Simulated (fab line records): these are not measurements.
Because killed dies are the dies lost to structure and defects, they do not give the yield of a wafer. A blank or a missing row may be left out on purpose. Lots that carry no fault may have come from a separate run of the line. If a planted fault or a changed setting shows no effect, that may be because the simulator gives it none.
A struck lot beside a sound one ; flow berkeleyCmos170 ; 14 out of 331 route steps
Sound: the wafers L828.2, L828.4, L828.5. Struck: wafers L820.1, L820.2, L820.4. Last of all comes the cause.
Each step with rows lists, per side, the tool, then ch with its chambers, then its first start. Under that, the readings that differ: sound wafers ; struck wafers ; difference of the means ; sigmas: that difference in standard deviations of wafers without a fault.
alike: same words and numbers on both sides, and readings whose means sit less than 2 such deviations apart. not compared: any withheld reading, any reading some wafer has no value for, any bound like >300 that may hide the same value, and any number with overlapping values for which the record gives no deviation.
Wherever a step has rows on one side only, a row that says differs or no value, or a row with sigmas, the two part there. When numbers do not overlap yet have no deviation, they are printed without sigmas and do not part them. A reading that every wafer of one side lacks parts them only if that side has two wafers or more.

first, 2 steps without rows for these wafers: UCB170_FIELD_CLEAN_00 (cleans in dHF, time 7.5 s); UCB170_FIELD_OXIDATION_01 (target thk 558.3 nm, ox time 7200 s).
UCB170_FIELD_THK_MEAS_02:
  sound: filmMetro-02 at day 9 14:52; struck: filmMetro-03 at day 7 11:55
  alike: FIELD_OXIDE_THK
then, 4 steps without rows for these wafers: UCB170_FIELD_ANNEAL_03 (time 1200 s); UCB170_FIELD_WET_ETCH_04 (etches SiO2 in dHF, time 60 s); UCB170_FIELD_WET_ETCH_05 (etches Si3N4 in H3PO4, time 12600 s); UCB170_FIELD_WET_ETCH_06 (etches SiO2 in BOE, time 22 s).
UCB170_FIELD_THK_MEAS_90:
  sound: filmMetro-04 at day 9 22:19; struck: filmMetro-02 at day 7 23:34
  alike: FIELD_OXIDE_LEFT_1_THK
then, 2 steps without rows for these wafers: UCB170_SACOX_CLEAN_00 (cleans in dHF, time 7.5 s); UCB170_SACOX_OXIDATION_01 (target thk 14.4 nm, ox time 2400 s).
UCB170_SACOX_THK_MEAS_02:
  sound: filmMetro-02 at day 10 03:53; struck: filmMetro-01 at day 8 03:18
  alike: SACOX_OXIDE_THK
then, 1 step without rows for these wafers: UCB170_SCREENOX_WET_ETCH_00 (etches SiO2 in dHF, time 200 s).
UCB170_SCREENOX_OXIDATION_01: target thk 14.4 nm, ox time 2400 s.
  sound on furnace-04 ch 0, day 10 08:00; struck on furnace-04, day 8 07:47
  no value came back on the struck wafers for oxTempC (C), oxTempCMax, tube_center_temp_C_max; on the sound wafers oxTempC (C) reads 899.7 899.6 899.9
then, 1 step without rows for these wafers: UCB170_SCREENOX_ANNEAL_03 (time 900 s).

## WHERE THEY PART
Only at UCB170_SCREENOX_OXIDATION_01, within this record.

WHY: whatever the simulator had introduced
Entire step skipped (furnace-04, UCB170_SCREENOX_OXIDATION_01), from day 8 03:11 onward. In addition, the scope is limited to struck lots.
